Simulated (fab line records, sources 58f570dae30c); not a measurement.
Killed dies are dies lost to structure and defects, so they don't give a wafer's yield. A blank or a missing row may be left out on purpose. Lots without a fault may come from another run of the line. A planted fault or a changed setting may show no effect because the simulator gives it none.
Which tool did it? | flow berkeley_cmos170 | 13 lots, 39 wafers sampled, at 1 step of a route of 331

WHAT THE GAUGES READ, wafer by wafer
The record holds no reading of a measuring or inspecting step that can be judged against a usual standard deviation.

WHICH TOOL RAN EACH LOT (tool, then ch and the chambers of the sampled wafers, then the start)
lot  | UCB170_V2_PEB_10
L721 | litho_track-03 ch 0, day 7 23:31
L720 | litho_track-04 ch 0, day 8 00:38
L722 | litho_track-04 ch 0, day 8 05:31
L725 | litho_track-03 ch 0, day 8 10:25
L724 | litho_track-03 ch 0, day 8 15:29
L726 | litho_track-03 ch 0, day 9 02:01
L729 | litho_track-03 ch 0, day 9 13:14
L731 | litho_track-04 ch 0, day 9 17:07
L736 | litho_track-04 ch 0, day 10 20:59
L740 | litho_track-02 ch 0, day 11 22:54
L741 | litho_track-03 ch 0, day 12 10:14
L742 | litho_track-02 ch 0, day 12 10:34
L743 | litho_track-02 ch 0, day 12 10:49
- UCB170_V2_PEB_10

WHAT THE TOOLS THEMSELVES READ (means of the sampled wafers that have a number; where no wafer has one, the mark that the record gives instead)
UCB170_V2_PEB_10. Usual: heater_power_total_W 56.81 W, standard deviation 0.042; resist_line_temp_C 23.00 C, standard deviation 0.12.
lot  | tool           | heater_power_total_W (W) | resist_line_temp_C (C) | flag
L721 | litho_track-03 | 56.80                    | 22.97                  |
L720 | litho_track-04 | 56.80                    | 23.08                  |
L722 | litho_track-04 | 56.80                    | 22.91                  |
L725 | litho_track-03 | 56.80                    | 22.90                  |
L724 | litho_track-03 | 56.77                    | 22.97                  |
L726 | litho_track-03 | 57.44                    | 22.88                  | OFF
L729 | litho_track-03 | 57.42                    | 23.21                  | OFF
L731 | litho_track-04 | 56.84                    | 22.96                  |
L736 | litho_track-04 | 56.79                    | 22.97                  |
L740 | litho_track-02 | 56.82                    | 23.08                  |
L741 | litho_track-03 | 56.84                    | 22.96                  |
L742 | litho_track-02 | 56.82                    | 23.09                  |
L743 | litho_track-02 | 56.78                    | 23.01                  |

THE ANSWER, worked out from the rows above alone
Rule: a lot is off if the mean of its wafers that have a number lies more than 3 standard deviations from the usual mean. A lot without any number at a reading at which 4 lots or more have one is off too. The other lots that the step has rows for count as sound. The gauges are gone through in route order, then the tools' own readings, and for those a lot's mean is taken as printed above. The first step at which some lot is off is used, and at that step the reading that is off furthest; a lot without a number counts as furthest.
Off: L726, L729, at UCB170_V2_PEB_10 (heater_power_total_W).
A tool fits if, at that step or a process step before it, it ran every lot that is off, and no sound lot after the first of them. None of those tried fits.

WHAT THE SIMULATOR HAD PUT IN
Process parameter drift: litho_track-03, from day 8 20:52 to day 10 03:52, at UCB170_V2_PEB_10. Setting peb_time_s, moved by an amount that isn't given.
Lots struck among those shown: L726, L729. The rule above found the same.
